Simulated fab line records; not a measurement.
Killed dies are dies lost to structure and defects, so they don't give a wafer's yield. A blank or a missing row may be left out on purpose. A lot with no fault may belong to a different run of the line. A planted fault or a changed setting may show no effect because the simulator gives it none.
Which tool is to blame?	flow berkeleyCmos170	route of 331 steps, sampled at 1 step: 15 lots, 45 wafers

## WHAT THE GAUGES READ, wafer by wafer
UCB170_START_BOW_MEAS_00.
lot	measured	on	INCOMING_BOW (um)
L685	day 1 15:00	filmMetro-03	-7 -5 -2
L686	day 1 20:04	filmMetro-03	-6 -6 0
L687	day 2 01:00	filmMetro-03	10 -7 -9
L688	day 2 06:00	filmMetro-02	0 -7 -3
L689	day 2 11:01	filmMetro-01	2 -2 -1
L690	day 2 16:01	filmMetro-03	8 -7 11
L691	day 2 21:02	filmMetro-01	3 4 0
L692	day 3 02:02	filmMetro-02	1 4 7
L693	day 3 07:02	filmMetro-03	10 5 10
L696	day 3 22:01	filmMetro-01	-1 8 0
L697	day 4 03:00	filmMetro-02	5 9 -1
L702	day 5 04:00	filmMetro-03	0 2 -5
L704	day 5 14:00	filmMetro-03	4 3 2
L706	day 6 00:01	filmMetro-03	0 19 2
L707	day 6 05:02	filmMetro-01	5 -4 4

## WHICH TOOL RAN EACH LOT (tool, then ch and the chambers of the sampled wafers, then the start)
The record shows no process step preceding these readings.

## WHAT THE TOOLS THEMSELVES READ (means of the sampled wafers that have a number; where no wafer has one, the mark that the record gives instead)
The record holds no such reading with a usual standard deviation.

## THE ANSWER, worked out from the rows above alone
Rule: the lots themselves supply what counts as usual. The widest of any qualifying gaps counts: lots, ordered by their means at a reading, are off when they make up no more than a third of the lots, leave a main group of 4 or more, and stand apart from it by 3 or more times the standard deviation of that group's means. A main group whose means are all the same, to the digits that the tables above print for the reading, isn't used. A lot without any number at a reading at which 4 lots or more have one is off too. Where the step has rows for the other lots, those lots are counted as sound. Order of review: gauges by route order, followed by the tools' own readings, for which a lot's mean as printed above is used. At the first step where some lot is off, the reading lying furthest off is the one used; lots without a number count as furthest.
No lot is off at any reading shown: from this, nothing can be told.

## WHAT WAS PUT IN BY THE SIMULATOR
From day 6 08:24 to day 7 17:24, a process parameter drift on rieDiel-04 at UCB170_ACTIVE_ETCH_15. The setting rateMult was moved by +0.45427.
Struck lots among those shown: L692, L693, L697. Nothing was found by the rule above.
